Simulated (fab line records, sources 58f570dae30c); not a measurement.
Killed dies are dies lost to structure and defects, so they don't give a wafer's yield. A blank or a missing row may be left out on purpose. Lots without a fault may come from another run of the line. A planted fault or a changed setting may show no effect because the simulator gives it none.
Split-lot experiment | flow berkeley_cmos170 | 5 lots, 23 wafers read, on a route of 331 steps

THE SPLIT
At UCB170_SCREENOX_OXIDATION_01 (target thk 14.4 nm, ox time 2400 s), the setting temp_c was moved away from the recipe's 900 C on 20 of the 23 wafers read, by -2.8% to +0.9%. The other wafers ran this setting at the recipe's value.

The file shows no step between the split and the reading.

THE READING
SCREENOX_OXIDE_THK, in nm, at UCB170_SCREENOX_THK_MEAS_02. Fault-free wafers of this fab line usually give 14.51 nm, standard deviation 0.28 nm.

wafer  | tool, chamber at the split | temp_c as run, C | against the recipe | SCREENOX_OXIDE_THK, nm | against lot-mates on the recipe
L075.1 | -, -                       | 891.9            | -0.9%              | 12.92                  | no lot-mate on the recipe
L075.2 | -, -                       | 891.9            | -0.9%              | 12.98                  | no lot-mate on the recipe
L075.3 | -, -                       | 891.9            | -0.9%              | 13.35                  | no lot-mate on the recipe
L075.5 | -, -                       | 891.9            | -0.9%              | 12.93                  | no lot-mate on the recipe
L075.6 | -, -                       | 891.9            | -0.9%              | 12.92                  | no lot-mate on the recipe
L076.2 | -, -                       | 889.4            | -1.2%              | 13.18                  | no lot-mate on the recipe
L076.3 | -, -                       | 889.4            | -1.2%              | 13.32                  | no lot-mate on the recipe
L076.4 | -, -                       | 889.4            | -1.2%              | 13.27                  | no lot-mate on the recipe
L076.5 | -, -                       | 889.4            | -1.2%              | 13.12                  | no lot-mate on the recipe
L076.6 | -, -                       | 889.4            | -1.2%              | 13.05                  | no lot-mate on the recipe
L079.2 | -, -                       | 874.7            | -2.8%              | 11.01                  | no lot-mate on the recipe
L079.3 | -, -                       | 874.7            | -2.8%              | 11.03                  | no lot-mate on the recipe
L079.4 | -, -                       | 874.7            | -2.8%              | 10.82                  | no lot-mate on the recipe
L079.5 | -, -                       | 874.7            | -2.8%              | 10.82                  | no lot-mate on the recipe
L079.6 | -, -                       | 874.7            | -2.8%              | 10.93                  | no lot-mate on the recipe
L082.1 | -, -                       | 907.9            | +0.9%              | 15.75                  | no lot-mate on the recipe
L082.3 | -, -                       | 907.9            | +0.9%              | 15.77                  | no lot-mate on the recipe
L082.4 | -, -                       | 907.9            | +0.9%              | 15.46                  | no lot-mate on the recipe
L082.5 | -, -                       | 907.9            | +0.9%              | 15.90                  | no lot-mate on the recipe
L082.6 | -, -                       | 907.9            | +0.9%              | 15.89                  | no lot-mate on the recipe
L083.1 | furnace-02, 0              | 900              | recipe             | 14.41                  | -
L083.3 | furnace-02, 0              | 900              | recipe             | 14.42                  | -
L083.5 | furnace-02, 0              | 900              | recipe             | 14.36                  | -

THE FIT
A straight line over all 23 wafers: SCREENOX_OXIDE_THK changes by +1.29 nm for each +1% of temp_c; r = +0.99; the points scatter about the line by 0.24 nm.
Too few moved wafers have a lot-mate on the recipe to fit a line with each lot's own level taken away.

THE WHOLE CHAIN: every reading that the file lists as answering this split, in the file's order
step                         | what it does                       | reading                                                                               | change (the file's fit)              | r (the file's)
UCB170_SCREENOX_OXIDATION_01 | target thk 14.4 nm, ox time 2400 s | SiO2_of_SCREENOX_OXIDATION_01.thk_nm (the simulator's own value, which no gauge read) | +1.29 nm for each +1% of the setting | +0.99
UCB170_SCREENOX_THK_MEAS_02  |                                    | SCREENOX_OXIDE_THK                                                                    | +1.29 for each +1% of the setting    | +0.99

THE FILE'S OWN FIT
SCREENOX_OXIDE_THK changes by +1.29 nm for each +1% of temp_c, r = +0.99.
